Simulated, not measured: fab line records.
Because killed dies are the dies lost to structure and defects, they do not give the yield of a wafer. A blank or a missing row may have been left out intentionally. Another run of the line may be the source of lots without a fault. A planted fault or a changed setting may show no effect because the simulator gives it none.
A lot that was struck, set against a sound lot :: flow rit-cmos :: 14 out of 202 route steps
Sound: the wafers L611.4, L611.5, L611.6. Wafers struck: L604.2, L604.4, L604.6. The cause is named last.
Order at every step that has rows: each side's tool, ch and its chambers, its first start. Under that, the readings that differ: sound wafers :: struck wafers :: difference of the means :: sigmas: that difference in standard deviations of wafers without a fault.
alike: same words and numbers on both sides, and readings whose means sit less than 2 such deviations apart. not compared: any withheld reading, any reading some wafer has no value for, any bound like >300 that may hide the same value, and any number with overlapping values for which the record gives no deviation.
The two part at a step that has a row with sigmas, a row that says differs or no value, or rows on one side only. Numbers that don't overlap but have no deviation are shown without sigmas and don't part them. Lack of a reading on every wafer of one side parts them only where that side has two or more wafers.

first, 2 steps without rows for these wafers: RIT_ACTIVE_CLEAN_17 (cleans in SC2, time 600 s); RIT_FOX1_OXIDATION_00 (target thk 350.7 nm, ox time 1130 s).
RIT_FOX1_THK_MEAS_01:
  sound: film-metro-03 at day 4 15:22; struck: film-metro-04 at day 3 04:03
  alike: FOX1_OXIDE_THK
then, 2 steps without rows for these wafers: RIT_FOX1_WET_ETCH_02 (etches SiO2 in BOE, target depth 350 nm, time 390 s); RIT_FOX2_OXIDATION_00 (target thk 350.7 nm, ox time 1130 s).
RIT_FOX2_THK_MEAS_01:
  sound: film-metro-02 at day 4 16:52; struck: film-metro-03 at day 3 06:27
  alike: FOX2_OXIDE_THK
then, 2 steps without rows for these wafers: RIT_FOX2_CLEAN_02 (cleans in dHF, time 180 s); RIT_FOX2_WET_ETCH_03 (etches Si3N4 in H3PO4, target depth 195 nm, time 2700 s).
RIT_FOX2_THK_MEAS_90:
  sound: film-metro-03 at day 4 17:44; struck: film-metro-02 at day 3 07:20
  alike: FIELD_OXIDE_LEFT_1_THK
then, 3 steps without rows for these wafers: RIT_NWELL_HMDS_00 (prime time 60 s); RIT_NWELL_COAT_01 (resist thk 1300 nm); RIT_NWELL_SOFTBAKE_02 (time 60 s).
RIT_NWELL_EXPOSE_03: exposes mask M2, target cd 43900 nm.
  sound on iline-stepper-02 ch 0, day 4 18:24; struck on iline-stepper-01, day 3 07:51
  no value came back on the struck wafers for exposure-dose-mJ-cm2, focus-offset-nm (nm), na; on the sound wafers exposure-dose-mJ-cm2 reads 250.07 249.79 250.24
  alike: mask
next, for these wafers, 1 step has no rows: RIT_NWELL_PEB_04.

== WHERE THEY PART ==
At RIT_NWELL_EXPOSE_03 and nowhere else, as far as this record goes.

WHY: whatever the simulator had introduced
Skipped step whole: iline-stepper-01, from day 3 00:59 on, at RIT_NWELL_EXPOSE_03. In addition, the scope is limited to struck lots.
